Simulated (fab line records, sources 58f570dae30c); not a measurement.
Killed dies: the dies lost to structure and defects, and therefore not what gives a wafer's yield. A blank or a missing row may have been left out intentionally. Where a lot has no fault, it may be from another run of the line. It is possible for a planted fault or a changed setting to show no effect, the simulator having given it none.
Code-filled problem report in 8D (eight disciplines) form :: flow berkeley-cmos170 :: the parts of the form that need people (team, actions taken, sign-off) are left out

== 1. WHAT IS WRONG ==
Mean of run-length-s at UCB170_M1_METAL_ETCH_12: 149.26 s across 6 wafers in 2 lots; on wafers with no fault it is 158.42 s (standard deviation 0.24). Measured from the usual mean, that is -38 standard deviations.
The step: etches Al in Cl2/BCl3, stops on PSG, target depth 780 nm, time 130 s.
The first sign was on wafer L714.3 at day 11 00:17, on rie-metal-03. The record holds 42 wafers of 14 lots with a number at this step. By rule, "out" or "out of limits" means more than 4 standard deviations away from the usual mean. Any other wafer with a number is counted as sound.

== 2. WHAT IT IS; WHAT IT IS NOT ==
question: which readings at this step
is: run-length-s
is not: drypump-motor-current-A, throttle-valve-pct

question: which lots
is: L714, L716
is not: L705, L706, L707, L708, L718, L719, L720, L721, L723, L725, L727, L728

question: which wafers of those lots
is: all that have a number
is not: -

question: read on which tools
is: rie-metal-03
is not: rie-metal-01, rie-metal-02

question: when
is: from day 11 00:17
is not: up to then (12 sound wafers); but 24 sound wafers of L718, L719, L720, L721, L723, L725, L727, L728 came after

== 3. THE SUSPECTS, EACH WITH WHAT RULES IT OUT ==
Counting: any tool at a process step up to the reading is kept as a suspect provided that every lot that is out went through it and no sound lot did after the first of them.
- rie-metal-03 at UCB170_M1_METAL_ETCH_12 (etches Al in Cl2/BCl3, stops on PSG, target depth 780 nm, time 130 s): kept. Every lot that is out went through it, starting with L714 (day 11 00:17), and after that it ran no sound lot; the last sound lot it ran before then is L707 (day 8 15:50). Out on those wafers are its own readings of run-length-s.
Remaining after the count: rie-metal-03 at UCB170_M1_METAL_ETCH_12.

== 4. THE CAUSE (what the simulator had put in) ==
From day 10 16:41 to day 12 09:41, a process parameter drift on rie-metal-03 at UCB170_M1_METAL_ETCH_12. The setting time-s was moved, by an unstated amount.
Only this tool survived the counting.

== 5. THE CHAIN OF EFFECTS, in route order ==
Rows list readings where the struck wafers' mean (over those with a number) sits beyond 3 standard deviations from the usual. Only readings for which the record gives a usual standard deviation are gone through. hours: the time from each lot's start at the first step in this table that gives one to its start at this step, as a median over the lots. sigmas: the change in usual standard deviations.
hours: 0
step: UCB170_M1_METAL_ETCH_12
reading: oes-product-au
usual: 0.851 a.u.
on struck wafers: 0.909
change: +0.058
sigmas: +4.2

hours: 0
step: UCB170_M1_METAL_ETCH_12
reading: run-length-s
usual: 158.42 s
on struck wafers: 149.26
change: -9.16
sigmas: -38
It contains these process steps:
- UCB170_M1_METAL_ETCH_12: etches Al in Cl2/BCl3, stops on PSG, target depth 780 nm, time 130 s.
At these later measuring or inspecting steps, every struck wafer for which the step has a row has a number for every such reading, and none has moved that far: UCB170_V1_THK_MEAS_01.

== 6. WHAT WOULD HAVE CAUGHT IT SOONER ==
First out-of-limits reading in this record: day 11 00:17, which is 8 hours after fault onset at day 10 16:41.
